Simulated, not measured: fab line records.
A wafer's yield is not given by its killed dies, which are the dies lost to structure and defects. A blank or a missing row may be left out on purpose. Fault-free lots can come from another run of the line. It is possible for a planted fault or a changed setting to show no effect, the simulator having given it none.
A single fault, viewed from 2 desks :: flow rit cmos :: every desk sees just its own numbers, and what lay behind them comes last

== FOR THE TOOL OWNER'S DESK: implanter-03 ==
The tool's own readings at RIT_PWELL_IMPLANT_08: means of the sampled wafers that have a number, for each lot that ran on this tool. If a lot's mean is further than 4 standard deviations from the usual mean, the lot is out of limits and carries the mark OUT (the distance appears in the brackets).
Columns: A = beam energy keV at RIT_PWELL_IMPLANT_08, usual 169.99; B = beam on s at RIT_PWELL_IMPLANT_08, usual 9.98 s; C = tilt deg at RIT_PWELL_IMPLANT_08, usual 6.999 degrees
lot: L391
first seen here: day 2 20:06
A: 170.01
B: 9.95
C: 6.982

lot: L392
first seen here: day 3 01:41
A: 170.11
B: 9.96
C: 7.001

lot: L398
first seen here: day 4 08:59
A: 138.66 (-99 or more) OUT
B: 9.83
C: 7.021

lot: L399
first seen here: day 4 13:41
A: 138.66 (-99 or more) OUT
B: 9.86
C: 6.997

lot: L410
first seen here: day 6 18:27
A: 170.03
B: 10.03
C: 7.034
This desk's verdict: out of limits on L398, L399, starting with L398 at day 4 08:59 (beam energy keV at RIT_PWELL_IMPLANT_08). Within limits: L391, L392, L410.

== FROM THE METROLOGY DESK ==
Lot by lot, what the gauges showed, no matter which tool ran the lot: averages of those sampled wafers that carry a number. If a lot's mean is further than 4 standard deviations from the usual mean, the lot is out of limits and carries the mark OUT (the distance appears in the brackets).
Columns: A = PWELL_TW at RIT_PWELL_TW_MEAS_10, usual 944; B = PWELL_RS at RIT_WELLDRIVE_RS_MEAS_02, usual 429.7 ohm/sq
lot: L387
first seen here: day 2 00:26
A: 937
B: 430.1

lot: L388
first seen here: day 2 05:27
A: 939
B: 430.9

lot: L390
first seen here: day 2 15:08
A: 943
B: 428.3

lot: L391
first seen here: day 2 20:25
A: 944
B: 430.9

lot: L392
first seen here: day 3 02:01
A: 939
B: 428.0

lot: L398
first seen here: day 4 09:19
A: 931
B: 439.1 (+6.3) OUT

lot: L399
first seen here: day 4 13:59
A: 930
B: 436.3 (+4.4) OUT

lot: L402
first seen here: day 5 04:25
A: 946
B: 429.8

lot: L403
first seen here: day 5 09:13
A: 945
B: 429.5

lot: L404
first seen here: day 5 13:11
A: 944
B: 430.6

lot: L405
first seen here: day 5 19:04
A: 952
B: 428.7

lot: L406
first seen here: day 5 23:11
A: 949
B: 429.8

lot: L408
first seen here: day 6 09:40
A: 937
B: 430.5

lot: L410
first seen here: day 6 18:46
A: 950
B: 428.0
This desk reports L398, L399 out of limits; the earliest was L398 at day 4 15:48 (PWELL_RS at RIT_WELLDRIVE_RS_MEAS_02). Within limits: L387, L388, L390, L391, L392, L402, L403, L404, L405, L406, L408, L410.

== BROUGHT TOGETHER ==
On L398, L399, at day 4 08:59, an alarm was possible from the tool owner's desk.
At day 4 15:48 the metrology desk could have sounded an alarm, on L398, L399.
Of the lots named, all ran RIT_PWELL_IMPLANT_08 on implanter-03.

== WHAT HAD BEEN PUT IN BY THE SIMULATOR ==
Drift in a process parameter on implanter-03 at RIT_PWELL_IMPLANT_08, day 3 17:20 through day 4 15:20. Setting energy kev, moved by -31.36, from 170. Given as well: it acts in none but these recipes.
Lots struck among those shown: L398, L399.
Delay (hours) between the fault's onset and each desk's first out-of-limits reading: 16 at the tool owner's desk, 22 at the metrology desk.
